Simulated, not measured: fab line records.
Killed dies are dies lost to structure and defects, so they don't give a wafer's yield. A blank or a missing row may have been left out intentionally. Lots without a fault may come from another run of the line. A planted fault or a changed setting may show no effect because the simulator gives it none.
Which tool was responsible? -- flow berkeley-cmos170 -- 42 wafers from 14 lots sampled at 5 of the route's 331 steps

## WHAT THE GAUGES SHOWED, per wafer
UCB170_START_BOW_MEAS_00. Usual: INCOMING_BOW typically reads 0 um, with standard deviation 6.9.
lot,measured,on,INCOMING_BOW (um),flag
L226,day 1 15:00,film-metro-04,-1 -4 -6,
L227,day 1 20:00,film-metro-04,-2 13 7,
L228,day 2 01:01,film-metro-03,15 12 -8,
L231,day 2 16:00,film-metro-01,3 6 -3,
L232,day 2 21:06,film-metro-03,-6 9 6,
L234,day 3 07:00,film-metro-03,-7 -1 -10,
L235,day 3 12:02,film-metro-04,-16 4 9,
L237,day 3 22:01,film-metro-04,9 0 -9,
L238,day 4 03:00,film-metro-03,-6 -6 12,
L243,day 5 04:01,film-metro-01,3 14 4,
L244,day 5 09:01,film-metro-04,11 2 -1,
L245,day 5 14:01,film-metro-04,8 -8 3,
L246,day 5 19:00,film-metro-04,-3 4 6,
L247,day 6 00:00,film-metro-03,-8 -7 4,

UCB170_NWELL_THK_MEAS_02. Usual: NWELL_OXIDE_THK typically reads 26.1 nm, with standard deviation 0.43.
lot,measured,on,NWELL_OXIDE_THK (nm),flag
L226,day 2 08:15,film-metro-03,25.9 26.0 25.7,
L227,day 2 08:17,film-metro-02,26.9 26.8 26.9,
L228,day 3 04:02,film-metro-01,27.1 26.6 26.9,
L231,day 3 20:00,film-metro-03,25.9 26.4 26.3,
L232,day 3 20:05,film-metro-02,25.7 25.6 25.6,
L234,day 4 10:32,film-metro-02,25.8 25.5 26.0,
L235,day 4 10:33,film-metro-01,26.1 26.1 26.2,
L237,day 5 02:13,film-metro-03,26.4 26.6 26.1,
L238,day 5 02:13,film-metro-02,25.4 26.2 25.9,
L243,day 5 23:05,film-metro-02,26.1 26.7 26.3,
L244,day 6 04:16,film-metro-02,26.0 26.1 26.1,
L245,day 6 04:16,film-metro-01,26.1 26.5 26.2,
L246,day 6 16:39,film-metro-01,26.7 26.7 26.5,
L247,day 6 16:39,film-metro-03,25.2 25.6 25.6,

UCB170_CONTACT_THK_MEAS_02. Usual: CONTACT_PSG_THK typically reads 696 nm, with standard deviation 6.9.
lot,measured,on,CONTACT_PSG_THK (nm),flag
L226,day 9 07:23,film-metro-04,686 688 685,
L227,day 9 08:06,film-metro-02,709 702 699,
L228,day 9 21:47,film-metro-02,699 702 696,
L231,day 10 17:27,film-metro-03,692 698 694,
L232,day 10 19:15,film-metro-02,706 706 718,
L234,day 11 09:10,film-metro-03,691 700 705,
L235,day 11 10:14,film-metro-03,693 684 682,
L237,day 12 00:04,film-metro-02,737 734 731 736 734 731,OFF
L238,day 12 00:04,film-metro-03,730 728 731 731 728 731,OFF
L243,day 12 07:43,film-metro-02,694 696 694,
L244,day 12 10:23,film-metro-02,697 693 687,
L245,day 12 10:37,film-metro-03,694 704 699,
L246,day 13 05:18,film-metro-04,699 697 693,
L247,day 13 13:39,film-metro-04,710 705 704,

UCB170_V2_CD_MEAS_12 targets a cd of 700 nm. Usual: cd-nm 699.9 nm, standard deviation 1.1.
lot,measured,on,cd-nm (nm),flag
L226,day 9 20:16,cd-sem-01,700.0 700.6 701.2,
L227,day 9 22:20,cd-sem-01,700.3 700.2 698.9,
L228,day 10 16:50,cd-sem-01,702.0 699.0 701.8,
L231,day 11 09:34,cd-sem-01,702.0 700.6 700.3,
L232,day 11 17:46,cd-sem-02,697.9 697.7 696.8,
L234,day 12 04:58,cd-sem-01,700.8 700.2 699.9,
L235,day 12 08:01,cd-sem-01,697.9 699.4 700.1,
L237,day 12 20:01,cd-sem-01,700.1 699.0 699.9,
L238,day 12 19:52,cd-sem-01,699.2 699.7 699.8,
L243,day 13 01:41,cd-sem-02,699.8 701.9 700.3,
L244,day 13 06:31,cd-sem-02,699.3 701.6 700.9,
L245,day 13 06:56,cd-sem-02,699.7 699.9 700.8,
L246,day 13 22:02,cd-sem-02,698.8 698.2 699.2,
L247,day 14 03:06,cd-sem-01,699.7 699.4 699.5,

## WHICH TOOL RAN EACH LOT (tool, then ch and the chambers of the sampled wafers, then the start)
lot,UCB170_CONTACT_CVD_01
L226,"lpcvd-01 ch 1, day 9 05:37"
L227,"lpcvd-02 ch 1, day 9 06:19"
L228,"lpcvd-01 ch 1, day 9 19:59"
L231,"lpcvd-01 ch 1, day 10 15:40"
L232,"lpcvd-01 ch 1, day 10 17:27"
L234,"lpcvd-01 ch 0, day 11 07:23"
L235,"lpcvd-02 ch 1, day 11 08:26"
L237,"lpcvd-02 ch 0, day 11 20:03"
L238,"lpcvd-02 ch 0, day 11 20:03"
L243,"lpcvd-01 ch 1, day 12 05:02"
L244,"lpcvd-01 ch 1, day 12 07:43"
L245,"lpcvd-02 ch 1, day 12 08:49"
L246,"lpcvd-01 ch 1, day 13 03:31"
L247,"lpcvd-01 ch 0, day 13 11:52"
- UCB170_CONTACT_CVD_01: deposits PSG from SiH4/O2/PH3, target thk 700 nm, time 2820 s.

## AS READ BY THE TOOLS THEMSELVES (means over the sampled wafers that have a number; for cases with no such wafer, the mark the record gives instead)
The record holds no such reading with a usual standard deviation.

## THE ANSWER, worked out from the rows above alone
Rule: take the mean of a lot's wafers that have a number; if it is more than 3 standard deviations from the usual mean, the lot is off. Also off: a lot with no number at a reading for which 4 or more lots have one. All remaining lots with rows at the step are treated as sound. After the gauges, taken in route order, come the tools' own readings; for these a lot's mean is taken, as printed above. At the first step where some lot is off, the reading lying furthest off is the one used; lots without a number count as furthest.
Off: L237, L238, seen at UCB170_CONTACT_THK_MEAS_02 (CONTACT_PSG_THK).
If a tool, at a process step before that reading, ran all the lots that are off and no sound lot after the first of them, it fits. Those tools and the gauges at UCB170_CONTACT_THK_MEAS_02 are tried in the same way. Of those tried, none fits.

## WHAT WAS PUT IN BY THE SIMULATOR
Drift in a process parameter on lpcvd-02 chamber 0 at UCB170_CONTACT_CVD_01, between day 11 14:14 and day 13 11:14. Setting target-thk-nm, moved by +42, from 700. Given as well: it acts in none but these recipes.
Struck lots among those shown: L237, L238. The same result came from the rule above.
